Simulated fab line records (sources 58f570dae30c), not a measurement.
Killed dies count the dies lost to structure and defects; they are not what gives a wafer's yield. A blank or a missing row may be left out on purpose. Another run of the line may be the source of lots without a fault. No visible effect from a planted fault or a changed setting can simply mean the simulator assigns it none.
One fault seen from 2 desks :: flow berkeley-cmos170 :: numbers are kept per desk, each desk with only its own; the story behind them comes last

== FOR THE TOOL OWNER'S DESK: krf-scanner-02 ==
The tool's own readings at UCB170_V1_EXPOSE_09 (exposes mask VIA1, target cd 700 nm): means of the sampled wafers that have a number, for each lot that ran on this tool. Marked OUT: a lot whose mean sits more than 4 standard deviations from the usual mean, which makes it out of limits; the brackets give that distance.
Columns: A = exposure-dose-mJ-cm2 at UCB170_V1_EXPOSE_09, usual 36.97; B = focus-offset-nm at UCB170_V1_EXPOSE_09, usual -0.1 nm; C = reticle-temp-C at UCB170_V1_EXPOSE_09, usual 22.99 C
lot: L256
first seen here: day 7 22:56
A: 36.96
B: -0.6
C: 22.93

lot: L257
first seen here: day 7 23:02
A: 36.95
B: -0.9
C: 23.00

lot: L259
first seen here: day 8 03:29
A: 36.95
B: 0.1
C: 23.01

lot: L258
first seen here: day 8 03:34
A: 36.96
B: -0.4
C: 23.05
This desk's finding: nothing out of limits on any of the 4 lots.

== METROLOGY DESK ==
What the gauges read for every lot (on any tool): the sampled wafers with a number, averaged. Marked OUT: a lot whose mean sits more than 4 standard deviations from the usual mean, which makes it out of limits; the brackets give that distance.
Columns: A = PLDD_RS at UCB170_SDANNEAL_RS_MEAS_04, usual 1031.8 ohm/sq; B = V1_OVL at UCB170_V1_OVL_MEAS_13, usual 1 nm
lot: L253
first seen here: day 6 12:05
A: 1030.1
B: -2

lot: L257
first seen here: day 7 09:17
A: 1032.7
B: 88 (+15) OUT

lot: L256
first seen here: day 7 11:46
A: 1032.7
B: 91 (+16) OUT

lot: L258
first seen here: day 7 12:09
A: 1029.1
B: 80 (+14) OUT

lot: L259
first seen here: day 7 12:29
A: 1032.3
B: 82 (+14) OUT

lot: L269
first seen here: day 9 15:25
A: 1031.6
B: -2

lot: L268
first seen here: day 9 16:07
A: 1032.4
B: 2

lot: L267
first seen here: day 9 18:04
A: 1032.4
B: 1

lot: L275
first seen here: day 11 09:47
A: 1032.7
B: 0
This desk's finding: out of limits on L256, L257, L258, L259; first on L256, day 7 23:50 (V1_OVL at UCB170_V1_OVL_MEAS_13). In limits: L253, L269, L268, L267, L275.

== TAKEN TOGETHER ==
At day 7 23:50 the metrology desk could have sounded an alarm, on L256, L257, L258, L259.
The tool owner's desk saw nothing out of limits.
Tool owner's desk: L256, L257, L258, L259 on record, inside its limits.
On krf-scanner-02, each named lot ran UCB170_V1_EXPOSE_09.

== WHAT THE SIMULATOR PUT IN ==
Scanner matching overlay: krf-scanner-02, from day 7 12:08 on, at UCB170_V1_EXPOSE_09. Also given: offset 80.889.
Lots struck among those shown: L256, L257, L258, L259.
Time in hours between the start of the fault and the first out-of-limits reading at each desk: metrology desk, 12.
